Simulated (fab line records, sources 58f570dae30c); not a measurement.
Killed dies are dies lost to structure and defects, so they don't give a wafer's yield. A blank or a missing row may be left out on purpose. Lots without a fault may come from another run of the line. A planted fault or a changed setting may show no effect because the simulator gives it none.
Which tool did it? | flow berkeley_cmos170 | 14 lots, 42 wafers sampled, at 4 steps of a route of 331

WHAT THE GAUGES READ, wafer by wafer
UCB170_ACTIVE_CD_MEAS_90: target cd 1200 nm. Usual: cd_nm 1199.7 nm, standard deviation 1.5.
lot  | measured    | on        | cd_nm (nm)           | flag
L831 | day 4 07:14 | cd_sem-01 | 1199.7 1197.6 1199.4 |
L833 | day 4 13:11 | cd_sem-02 | 1198.1 1198.9 1199.1 |
L834 | day 4 20:37 | cd_sem-01 | 1198.4 1197.8 1198.6 |
L836 | day 5 02:46 | cd_sem-02 | 1198.2 1199.8 1199.4 |
L838 | day 5 19:22 | cd_sem-02 | 1198.7 1198.7 1198.8 |
L837 | day 5 19:40 | cd_sem-01 | 1202.6 1200.4 1202.0 |
L841 | day 6 10:25 | cd_sem-02 | 1200.5 1200.5 1202.5 |
L845 | day 7 01:35 | cd_sem-01 | 1198.7 1199.0 1200.1 |
L849 | day 7 21:47 | cd_sem-01 | 1202.0 1202.5 1202.4 |
L850 | day 8 03:44 | cd_sem-01 | 1200.7 1199.9 1199.5 |
L851 | day 8 12:16 | cd_sem-01 | 1202.0 1201.9 1201.8 |
L852 | day 8 12:29 | cd_sem-01 | 1196.1 1197.9 1198.4 |
L853 | day 9 00:11 | cd_sem-01 | 1199.2 1198.6 1200.2 |
L854 | day 9 07:55 | cd_sem-01 | 1199.4 1197.1 1198.4 |

UCB170_SACOX_THK_MEAS_02. Usual: SACOX_OXIDE_THK 14.39 nm, standard deviation 0.25.
lot  | measured     | on            | SACOX_OXIDE_THK (nm) | flag
L831 | day 5 02:21  | film_metro-04 | 14.35 14.25 14.33    |
L833 | day 5 12:41  | film_metro-04 | 13.93 14.29 14.34    |
L834 | day 5 20:36  | film_metro-02 | 14.47 14.48 14.60    |
L836 | day 5 20:38  | film_metro-03 | 14.64 14.53 14.22    |
L838 | day 6 20:46  | film_metro-02 | 14.31 14.26 14.48    |
L837 | day 6 20:50  | film_metro-03 | 14.23 14.05 14.19    |
L841 | day 7 06:01  | film_metro-02 | 14.30 14.31 14.46    |
L845 | day 7 21:37  | film_metro-02 | 14.19 14.32 14.36    |
L849 | day 8 18:09  | film_metro-04 | 13.96 14.21 14.16    |
L850 | day 9 00:14  | film_metro-04 | 14.49 14.47 14.47    |
L851 | day 9 11:49  | film_metro-03 | 14.62 14.53 14.63    |
L852 | day 9 11:49  | film_metro-02 | 14.46 14.10 14.29    |
L853 | day 10 01:35 | film_metro-04 | 14.47 14.56 14.54    |
L854 | day 10 09:13 | film_metro-04 | 14.50 14.46 14.50    |

UCB170_NSD_CD_MEAS_06: target cd 1200 nm. Usual: cd_nm 1200.3 nm, standard deviation 1.6.
lot  | measured     | on        | cd_nm (nm)           | flag
L831 | day 6 14:57  | cd_sem-02 | 1201.7 1200.3 1201.3 |
L833 | day 7 00:20  | cd_sem-02 | 1200.8 1199.5 1201.6 |
L834 | day 7 11:46  | cd_sem-01 | 1199.8 1200.0 1200.0 |
L836 | day 7 11:31  | cd_sem-01 | 1201.4 1199.8 1201.4 |
L838 | day 8 12:12  | cd_sem-02 | 1197.8 1198.5 1197.6 |
L837 | day 8 12:06  | cd_sem-02 | 1197.1 1197.2 1195.6 |
L841 | day 8 16:26  | cd_sem-02 | 1198.2 1198.2 1197.5 |
L845 | day 9 17:07  | cd_sem-01 | 1202.0 1201.9 1202.2 |
L849 | day 10 15:28 | cd_sem-01 | 1201.1 1202.4 1203.5 |
L850 | day 11 00:07 | cd_sem-02 | 1203.0 1202.6 1200.6 |
L851 | day 11 08:57 | cd_sem-01 | 1202.0 1202.1 1201.3 |
L852 | day 11 08:23 | cd_sem-02 | 1199.4 1200.9 1198.9 |
L853 | day 11 20:34 | cd_sem-02 | 1200.9 1201.0 1202.8 |
L854 | day 12 05:35 | cd_sem-02 | 1200.1 1198.1 1200.6 |

WHICH TOOL RAN EACH LOT (tool, then ch and the chambers of the sampled wafers, then the start)
lot  | UCB170_NLDD_SOFTBAKE_02
L831 | litho_track-04 ch 0, day 6 01:46
L833 | litho_track-04 ch 0, day 6 14:12
L834 | litho_track-01 ch 0, day 7 02:59
L836 | litho_track-04 ch 0, day 7 03:22
L838 | litho_track-01 ch 0, day 8 03:11
L837 | litho_track-04 ch 0, day 8 02:58
L841 | litho_track-01 ch 0, day 8 07:44
L845 | litho_track-01 ch 0, day 9 04:54
L849 | litho_track-04 ch 0, day 10 04:47
L850 | litho_track-03 ch 0, day 10 13:49
L851 | litho_track-03 ch 0, day 10 19:20
L852 | litho_track-04 ch 0, day 10 19:32
L853 | litho_track-04 ch 0, day 11 09:11
L854 | litho_track-01 ch 0, day 11 16:20
- UCB170_NLDD_SOFTBAKE_02: time 60 s.

WHAT THE TOOLS THEMSELVES READ (means of the sampled wafers that have a number; where no wafer has one, the mark that the record gives instead)
UCB170_NLDD_SOFTBAKE_02. Usual: resist_line_temp_C 23.02 C, standard deviation 0.13; run_length_s 89.31 s, standard deviation 0.15.
lot  | tool           | resist_line_temp_C (C) | run_length_s (s) | flag
L831 | litho_track-04 | 22.95                  | 89.46            |
L833 | litho_track-04 | 22.90                  | 89.48            |
L834 | litho_track-01 | 22.97                  | 89.08            |
L836 | litho_track-04 | 22.95                  | 89.43            |
L838 | litho_track-01 | 23.00                  | 89.13            |
L837 | litho_track-04 | 23.05                  | 89.32            |
L841 | litho_track-01 | 23.14                  | 101.41           | OFF
L845 | litho_track-01 | 22.94                  | 101.28           | OFF
L849 | litho_track-04 | 23.09                  | 89.40            |
L850 | litho_track-03 | 22.86                  | 89.30            |
L851 | litho_track-03 | 22.79                  | 89.27            |
L852 | litho_track-04 | 23.12                  | 89.37            |
L853 | litho_track-04 | 22.98                  | 89.41            |
L854 | litho_track-01 | 23.00                  | 89.19            |

THE ANSWER, worked out from the rows above alone
Rule: a lot is off if the mean of its wafers that have a number lies more than 3 standard deviations from the usual mean. A lot without any number at a reading at which 4 lots or more have one is off too. The other lots that the step has rows for count as sound. The gauges are gone through in route order, then the tools' own readings, and for those a lot's mean is taken as printed above. The first step at which some lot is off is used, and at that step the reading that is off furthest; a lot without a number counts as furthest.
Off: L841, L845, at UCB170_NLDD_SOFTBAKE_02 (run_length_s).
A tool fits if, at that step or a process step before it, it ran every lot that is off, and no sound lot after the first of them. None of those tried fits.

WHAT THE SIMULATOR HAD PUT IN
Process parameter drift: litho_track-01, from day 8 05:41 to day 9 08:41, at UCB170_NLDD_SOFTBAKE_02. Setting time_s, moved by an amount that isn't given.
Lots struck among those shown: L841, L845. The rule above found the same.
